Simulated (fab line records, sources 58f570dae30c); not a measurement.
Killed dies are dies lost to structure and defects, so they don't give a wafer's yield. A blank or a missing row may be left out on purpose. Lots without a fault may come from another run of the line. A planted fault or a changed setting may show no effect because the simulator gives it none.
Which tool did it? | flow berkeley_cmos170 | 14 lots, 42 wafers sampled, at 2 steps of a route of 331

WHAT THE GAUGES READ, wafer by wafer
UCB170_PFIELD_OVL_MEAS_06.
lot  | measured    | on         | PFIELD_OVL (nm)
L984 | day 4 07:54 | overlay-02 | 14 15 1
L986 | day 4 15:40 | overlay-02 | -2 3 -5
L985 | day 4 15:48 | overlay-01 | 6 4 2
L987 | day 4 20:10 | overlay-02 | -1 -1 1
L988 | day 5 01:13 | overlay-02 | 18 15 6
L990 | day 5 14:01 | overlay-02 | 0 -1 5
L992 | day 6 08:45 | overlay-02 | -4 2 -3
L996 | day 6 15:54 | overlay-01 | 4 5 16
L998 | day 7 12:46 | overlay-02 | 1 4 4
L100 | day 7 12:54 | overlay-02 | 4 4 3
L103 | day 8 08:23 | overlay-01 | 6 3 -4
L102 | day 8 08:32 | overlay-02 | 11 10 4
L104 | day 8 08:53 | overlay-02 | 98 90 88
L105 | day 8 19:14 | overlay-02 | 106 86 102

WHICH TOOL RAN EACH LOT (tool, then ch and the chambers of the sampled wafers, then the start)
lot  | UCB170_PFIELD_EXPOSE_03
L984 | krf_scanner-01 ch 0, day 4 07:32
L986 | krf_scanner-02 ch 0, day 4 15:16
L985 | krf_scanner-02 ch 0, day 4 15:25
L987 | krf_scanner-02 ch 0, day 4 19:44
L988 | krf_scanner-02 ch 0, day 5 00:34
L990 | krf_scanner-02 ch 0, day 5 13:19
L992 | krf_scanner-02 ch 0, day 6 07:36
L996 | krf_scanner-01 ch 0, day 6 15:14
L998 | krf_scanner-02 ch 0, day 7 12:08
L100 | krf_scanner-02 ch 0, day 7 12:31
L103 | krf_scanner-01 ch 0, day 8 07:31
L102 | krf_scanner-02 ch 0, day 8 07:49
L104 | krf_scanner-01 ch 0, day 8 08:00
L105 | krf_scanner-01 ch 0, day 8 18:07
- UCB170_PFIELD_EXPOSE_03: exposes mask PFIELD, target cd 1500 nm.

WHAT THE TOOLS THEMSELVES READ (means of the sampled wafers that have a number; where no wafer has one, the mark that the record gives instead)
The record holds no such reading with a usual standard deviation.

THE ANSWER, worked out from the rows above alone
Rule: what is usual is taken from the lots themselves. Put in order of their means at a reading, lots are off if they are a third of the lots or fewer, leave a main group of 4 or more, and stand apart from it by a gap of 3 or more times the standard deviation of the main group's means; of several such gaps the widest counts. A main group whose means are all the same, to the digits that the tables above print for the reading, isn't used. A lot without any number at a reading at which 4 lots or more have one is off too. The other lots that the step has rows for count as sound. The gauges are gone through in route order, then the tools' own readings, and for those a lot's mean is taken as printed above. The first step at which some lot is off is used, and at that step the reading that is off furthest; a lot without a number counts as furthest.
Off: L104, L105, at UCB170_PFIELD_OVL_MEAS_06 (PFIELD_OVL). The main group: mean 4 nm, standard deviation 4.5.
A tool fits if, at a process step before that reading, it ran every lot that is off, and no sound lot after the first of them. The gauges at UCB170_PFIELD_OVL_MEAS_06 are tried like those tools. Can't be told from this: 2 tools fit, krf_scanner-01 at UCB170_PFIELD_EXPOSE_03, overlay-02 at UCB170_PFIELD_OVL_MEAS_06.

WHAT THE SIMULATOR HAD PUT IN
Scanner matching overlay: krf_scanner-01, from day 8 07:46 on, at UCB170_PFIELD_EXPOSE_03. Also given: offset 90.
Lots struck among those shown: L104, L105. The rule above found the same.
